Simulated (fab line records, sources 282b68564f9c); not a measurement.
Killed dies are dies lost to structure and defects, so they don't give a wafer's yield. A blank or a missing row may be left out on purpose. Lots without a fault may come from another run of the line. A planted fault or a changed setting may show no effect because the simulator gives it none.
Tool commonality check | flow rit_cmos | 15 lots, 45 wafers sampled

WHY IT WAS OPENED
At RIT_FOX1_THK_MEAS_01 the reading FOX1_OXIDE_THK is flagged on 3 of 15 lots. Wafers without a fault read 345 nm, standard deviation 5.8.
Rule: a lot is flagged when every wafer of it that has a number lies more than 4 standard deviations from that mean, or none has a number. The other lots count as sound.

lot  | measured    | on            | FOX1_OXIDE_THK (nm), wafer by wafer | flag
L122 | day 1 19:23 | film_metro-03 | 340 338 344                         |
L123 | day 1 23:30 | film_metro-03 | 347 349 343                         |
L124 | day 2 03:52 | film_metro-02 | 340 333 338                         |
L125 | day 2 10:11 | film_metro-04 | 344 346 342                         |
L126 | day 2 13:37 | film_metro-02 | 345 350 340                         |
L127 | day 2 20:33 | film_metro-03 | 350 347 345                         |
L128 | day 3 02:29 | film_metro-03 | 523 528 522                         | FLAGGED
L131 | day 3 18:52 | film_metro-04 | 517 516 529                         | FLAGGED
L132 | day 3 19:20 | film_metro-03 | 339 347 339                         |
L137 | day 5 03:51 | film_metro-02 | 507 510 509                         | FLAGGED
L138 | day 5 06:23 | film_metro-02 | 346 345 355                         |
L140 | day 5 19:04 | film_metro-02 | 348 348 354                         |
L143 | day 6 03:32 | film_metro-02 | 347 347 347                         |
L145 | day 6 14:25 | film_metro-04 | 346 347 353                         |
L144 | day 6 14:26 | film_metro-02 | 367 354 357                         |
The numbers of the flagged lots are 518 nm on average: +173 nm against the usual, or +30 standard deviations.

WHICH TOOL RAN EACH LOT
The record holds 1 process step before the reading, out of a route of 202 steps. In each cell: the tool, then ch and the chambers that the sampled wafers went through, then the start.
lot  | flag    | RIT_FOX1_OXIDATION_00
L122 |         | furnace-01 ch 0, day 1 18:04
L123 |         | furnace-04 ch 0, day 1 22:11
L124 |         | furnace-01 ch 0, day 2 02:33
L125 |         | furnace-04 ch 0, day 2 08:51
L126 |         | furnace-04 ch 0, day 2 12:18
L127 |         | furnace-04 ch 0, day 2 19:13
L128 | FLAGGED | furnace-04 ch 0, day 2 23:41
L131 | FLAGGED | furnace-04 ch 0, day 3 15:53 and furnace-03 ch 0, day 3 17:27
L132 |         | furnace-01 ch 0, day 3 18:01
L137 | FLAGGED | furnace-04 ch 0, day 5 00:09
L138 |         | furnace-03 ch 0, day 5 05:05
L140 |         | furnace-03 ch 0, day 5 17:44
L143 |         | furnace-04 ch 0, day 6 02:13
L145 |         | furnace-01 ch 0, day 6 13:06
L144 |         | furnace-01 ch 0, day 6 13:06
What these steps do:
- RIT_FOX1_OXIDATION_00: target thk 350.7 nm, ox time 1130 s.
- RIT_FOX1_THK_MEAS_01

FLAGGED OVER TOTAL, TOOL BY TOOL (the gauges that took the reading come last)
step                  | tool          | lots run | flagged | share of the flagged lots | sound lots run after its first flagged lot
RIT_FOX1_OXIDATION_00 | furnace-01    | 5        | 0       | none                      | -
RIT_FOX1_OXIDATION_00 | furnace-03    | 3        | 1       | some                      | 2 (L138,L140)
RIT_FOX1_OXIDATION_00 | furnace-04    | 8        | 3       | all                       | 1 (L143)
RIT_FOX1_THK_MEAS_01  | film_metro-02 | 7        | 1       | some                      | 4 (L138,L140,L143,L144)
RIT_FOX1_THK_MEAS_01  | film_metro-03 | 5        | 1       | some                      | 1 (L132)
RIT_FOX1_THK_MEAS_01  | film_metro-04 | 3        | 1       | some                      | 1 (L145)

WHAT THE TABLE ALLOWS
1 row of the table ran every flagged lot: furnace-04 at RIT_FOX1_OXIDATION_00.
- furnace-04 at RIT_FOX1_OXIDATION_00: 3 of its 8 lots flagged. Sound lots ran on it after the first flagged one (L143), which a lasting fault on the whole tool wouldn't allow.
No row of the table ran every flagged lot and no sound lot after the first.

WHAT THE SIMULATOR HAD PUT IN
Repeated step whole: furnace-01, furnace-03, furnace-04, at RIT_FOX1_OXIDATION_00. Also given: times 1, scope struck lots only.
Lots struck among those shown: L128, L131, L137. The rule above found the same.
